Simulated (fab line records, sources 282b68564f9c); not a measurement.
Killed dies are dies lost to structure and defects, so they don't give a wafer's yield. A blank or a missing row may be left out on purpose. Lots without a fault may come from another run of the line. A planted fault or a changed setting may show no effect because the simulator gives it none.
fab line records | flow rit_cmos
record lots=14 wafers=42 last_day=7
route steps=202 shown FOX2@23
lots that met no fault: from a run of the same line without faults
start_h: hours from the record's first day to the start of the lot's first wafer shown | wait_h: hours since the lot's step before | " the same as in the row above | L1.1+2: a row that stands for several wafers | - no value, or no start given | * or withheld: withheld | < > ~ a bound
route shown NAME@n: a module of which the file shows steps, and the number in the route of the first | usual: mean/standard deviation of fault-free wafers | same: alike in all rows | chamber/n: place in a boat | sites: the reading at each site | _std_site: their standard deviation | _edge_site: outer sites' mean less inner sites' | radius_mm: how far each site lies from the wafer's centre | mask NAME#n: copy n | behind: the tool/chamber that last shaped the wafer | hold: why the lot was held/for how many hours/how that ended | device: the transistor (n, p or np) that didn't switch | end of line: the same wafers' tests at the end of the route | a step without rows: its recipe alone | killed: dies lost to structure and defects at the first sort, not the wafer's yield | map: a wafer's dies, x killed, . not, _ none there
set.NAME: the setting as run; set.NAME@STEP: as run at that earlier step | model.NAME: the simulator's own value behind a step, which no gauge read
steps of the route over a sample of lots; a table a step, a row a wafer
services: from which hour (start_h, from the record's first day; less than 0 if before it) a tool's chamber was out of use, for how many hours, and why
## steps
# step RIT_FOX2_OXIDATION_00
# recipe temp_c=1100 ambient=H2O target_thk_a=3507 p_h2o_torr=720 ox_time_s=1130
# usual spike_tc_centre_C=1103.5/1 spike_tc_load_C=1127.6/1.5 spike_tc_source_C=1124.6/2.3 zone_power_centre_pct=56/5.4
# columns lot.wafer tool chamber start_h wait_h spike_tc_centre_C spike_tc_load_C spike_tc_source_C zone_power_centre_pct
L797.1 furnace-01 0 17.17 0.0 1103.3 1128.6 1124.5 50
L797.3 " 0 " " 1102.7 1127.8 1122.3 50
L797.4 " 0 " " 1103.9 1127.3 1123.8 50
L798.2 furnace-01 0 24.09 0.0 1105.1 1128.8 1122.3 50
L798.4 " 0 " " 1103.0 1127.8 1124.9 50
L798.5 " 0 " " 1102.9 1128.7 1123.1 51
L799.1 furnace-03 0 29.56 0.0 1103.6 1129.1 1126.7 62
L799.3 " 0 " " 1102.8 1129.6 1125.7 62
L799.6 " 0 " " 1103.1 1130.9 1128.5 62
L800.3 furnace-03 0 33.88 0.6 1102.8 1129.2 1127.3 63
L800.4 " 0 " " 1104.8 1128.5 1125.9 63
L800.6 " 0 " " 1103.6 1127.6 1127.7 63
L807.2 furnace-04 0 68.88 0.0 1111.7 1136.0 1133.6 56
L807.3 " 0 " " 1115.2 1136.3 1132.9 56
L807.4 " 0 " " 1112.9 1136.7 1131.8 55
L809.3 furnace-04 0 79.25 0.0 1115.4 1135.6 1132.9 55
L809.5 " 0 " " 1112.9 1136.9 1133.6 55
L809.6 " 0 " " 1114.5 1136.9 1131.5 56
L810.2 furnace-03 0 84.25 0.0 1103.6 1127.9 1129.7 62
L810.3 " 0 " " 1103.3 1127.7 1125.7 64
L810.4 " 0 " " 1104.7 1128.2 1126.4 63
L811.1 furnace-01 0 88.11 0.0 1102.7 1128.1 1121.8 50
L811.4 " 0 " " 1104.3 1127.6 1124.6 50
L811.6 " 0 " " 1103.5 1127.5 1123.7 50
L812.1 furnace-01 0 93.80 0.0 1104.6 1128.6 1124.7 51
L812.3 " 0 " " 1103.3 1129.1 1123.9 50
L812.5 " 0 " " 1103.6 1129.0 1123.5 49
L813.1 furnace-01 0 98.38 0.5 1102.9 1128.1 1123.5 50
L813.4 " 0 " " 1103.6 1127.0 1121.3 50
L813.5 " 0 " " 1105.6 1127.3 1124.4 50
L814.1 furnace-03 0 105.00 1.8 1103.1 1128.1 1128.6 63
L814.4 " 0 " " 1103.7 1126.9 1127.0 62
L814.6 " 0 " " 1103.1 1127.0 1127.0 63
L815.3 furnace-03 0 109.75 0.0 1104.0 1129.8 1127.6 62
L815.4 " 0 " " 1103.7 1127.9 1126.1 62
L815.5 " 0 " " 1103.2 1127.8 1127.0 63
L817.1 furnace-03 0 119.68 0.0 1102.8 1129.2 1126.2 61
L817.2 " 0 " " 1103.4 1129.1 1128.2 62
L817.5 " 0 " " 1102.8 1129.2 1127.3 63
L820.2 furnace-01 0 132.76 0.0 1102.2 1128.2 1124.8 50
L820.5 " 0 " " 1103.9 1129.1 1121.6 49
L820.6 " 0 " " 1103.8 1127.6 1122.7 50
# step RIT_FOX2_THK_MEAS_01
# recipe reads=SiO2_of_FOX2_OXIDATION_00
# usual FOX2_OXIDE_THK=352/5.9
# columns lot.wafer tool chamber start_h wait_h FOX2_OXIDE_THK[nm]
L797.1 film_metro-03 - 18.48 0.0 346
L797.3 " - " " 345
L797.4 " - " " 356
L798.2 film_metro-03 - 25.41 0.0 361
L798.4 " - " " 359
L798.5 " - " " 361
L799.1 film_metro-04 - 30.88 0.0 350
L799.3 " - " " 359
L799.6 " - " " 357
L800.3 film_metro-04 - 35.22 0.0 358
L800.4 " - " " 354
L800.6 " - " " 354
L807.2 film_metro-03 - 70.21 0.0 371
L807.3 " - " " 371
L807.4 " - " " 370
L809.3 film_metro-03 - 80.59 0.0 372
L809.5 " - " " 368
L809.6 " - " " 374
L810.2 film_metro-04 - 85.57 0.0 354
L810.3 " - " " 356
L810.4 " - " " 355
L811.1 film_metro-02 - 89.43 0.0 346
L811.4 " - " " 345
L811.6 " - " " 345
L812.1 film_metro-04 - 95.12 0.0 343
L812.3 " - " " 343
L812.5 " - " " 354
L813.1 film_metro-04 - 99.69 0.0 351
L813.4 " - " " 356
L813.5 " - " " 348
L814.1 film_metro-03 - 106.31 0.0 350
L814.4 " - " " 348
L814.6 " - " " 351
L815.3 film_metro-02 - 111.08 0.0 356
L815.4 " - " " 364
L815.5 " - " " 364
L817.1 film_metro-02 - 120.99 0.0 351
L817.2 " - " " 353
L817.5 " - " " 357
L820.2 film_metro-03 - 134.08 0.0 355
L820.5 " - " " 349
L820.6 " - " " 353
# step RIT_FOX2_THK_MEAS_90
# recipe reads=SiO2_of_FOX2_OXIDATION_00
# usual FIELD_OXIDE_LEFT_1_THK=325/6
# columns lot.wafer tool chamber start_h wait_h FIELD_OXIDE_LEFT_1_THK[nm]
L797.1 film_metro-04 - 19.36 0.0 319
L797.3 " - " " 317
L797.4 " - " " 329
L798.2 film_metro-03 - 26.29 0.0 334
L798.4 " - " " 331
L798.5 " - " " 334
L799.1 film_metro-04 - 31.75 0.0 323
L799.3 " - " " 332
L799.6 " - " " 330
L800.3 film_metro-04 - 36.16 0.0 331
L800.4 " - " " 326
L800.6 " - " " 327
L807.2 film_metro-03 - 71.09 0.0 344
L807.3 " - " " 344
L807.4 " - " " 342
L809.3 film_metro-03 - 81.47 0.0 345
L809.5 " - " " 340
L809.6 " - " " 346
L810.2 film_metro-03 - 87.21 0.0 327
L810.3 " - " " 329
L810.4 " - " " 328
L811.1 film_metro-02 - 90.43 0.0 320
L811.4 " - " " 318
L811.6 " - " " 318
L812.1 film_metro-02 - 96.75 0.0 316
L812.3 " - " " 316
L812.5 " - " " 327
L813.1 film_metro-04 - 101.33 0.0 324
L813.4 " - " " 329
L813.5 " - " " 321
L814.1 film_metro-02 - 107.26 0.0 323
L814.4 " - " " 321
L814.6 " - " " 323
L815.3 film_metro-04 - 111.96 0.0 329
L815.4 " - " " 336
L815.5 " - " " 335
L817.1 film_metro-04 - 121.87 0.0 324
L817.2 " - " " 325
L817.5 " - " " 329
L820.2 film_metro-02 - 134.96 0.0 328
L820.5 " - " " 322
L820.6 " - " " 325
# step RIT_FOX2_THK_MEAS_91
# recipe reads=SiO2_of_FOX2_OXIDATION_00
# usual FIELD_OXIDE_LEFT_2_THK=257/5.8
# columns lot.wafer tool chamber start_h wait_h FIELD_OXIDE_LEFT_2_THK[nm]
L797.1 film_metro-03 - 32.19 0.0 251
L797.3 " - " " 248
L797.4 " - " " 260
L798.2 film_metro-02 - 38.95 0.0 266
L798.4 " - " " 264
L798.5 " - " " 266
L799.1 film_metro-02 - 44.72 0.0 254
L799.3 " - " " 263
L799.6 " - " " 261
L800.3 film_metro-03 - 49.92 0.0 263
L800.4 " - " " 258
L800.6 " - " " 259
L807.2 film_metro-04 - 84.52 0.0 276
L807.3 " - " " 275
L807.4 " - " " 274
L809.3 film_metro-02 - 94.73 0.0 276
L809.5 " - " " 271
L809.6 " - " " 277
L810.2 film_metro-02 - 100.14 0.0 258
L810.3 " - " " 260
L810.4 " - " " 259
L811.1 film_metro-02 - 102.73 0.0 252
L811.4 " - " " 250
L811.6 " - " " 250
L812.1 film_metro-03 - 109.06 0.0 248
L812.3 " - " " 247
L812.5 " - " " 258
L813.1 film_metro-03 - 114.77 0.0 255
L813.4 " - " " 260
L813.5 " - " " 252
L814.1 film_metro-03 - 119.94 0.0 255
L814.4 " - " " 254
L814.6 " - " " 257
L815.3 film_metro-02 - 125.07 0.0 260
L815.4 " - " " 268
L815.5 " - " " 267
L817.1 film_metro-02 - 135.44 0.0 256
L817.2 " - " " 258
L817.5 " - " " 261
L820.2 film_metro-03 - 147.65 0.0 260
L820.5 " - " " 254
L820.6 " - " " 258
## services
# columns tool chamber start_h hours kind
furnace-01 - 67.00 3.4 pm
furnace-04 - 103.07 3.6 pm
furnace-01 - 121.14 2.8 pm
## key
first_sign step=RIT_FOX2_OXIDATION_00 reading=spike_tc_centre_C direction=up sigmas=10 usual=1103.5 struck=1113.8
effect step=RIT_FOX2_OXIDATION_00 reading=spike_tc_load_C direction=up sigmas=5.9 usual=1127.6 struck=1136.4
effect step=RIT_FOX2_THK_MEAS_01 reading=FOX2_OXIDE_THK direction=up sigmas=3.1 usual=352 struck=371
effect step=RIT_FOX2_THK_MEAS_90 reading=FIELD_OXIDE_LEFT_1_THK direction=up sigmas=3.1 usual=325 struck=343
effect step=RIT_FOX2_THK_MEAS_91 reading=FIELD_OXIDE_LEFT_2_THK direction=up sigmas=3.1 usual=257 struck=275
met_at RIT_FOX2_OXIDATION_00
struck_lots L807,L809
tester_left_out L807,L809
fault kind=process_parameter_drift tool=furnace-04 chamber=- onset_h=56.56 steps=RIT_FOX2_OXIDATION_00 channel=temp_c offset=* shape=step end_h=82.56 acts_in=* stated=*
# tester_left_out: of these lots the tester's yield and bins aren't shown, on N5 and GAA mostly nor the transistor test; their killed dies are dies lost to structure and defects alone, not to doping, threshold or leakage, so they don't give the yield
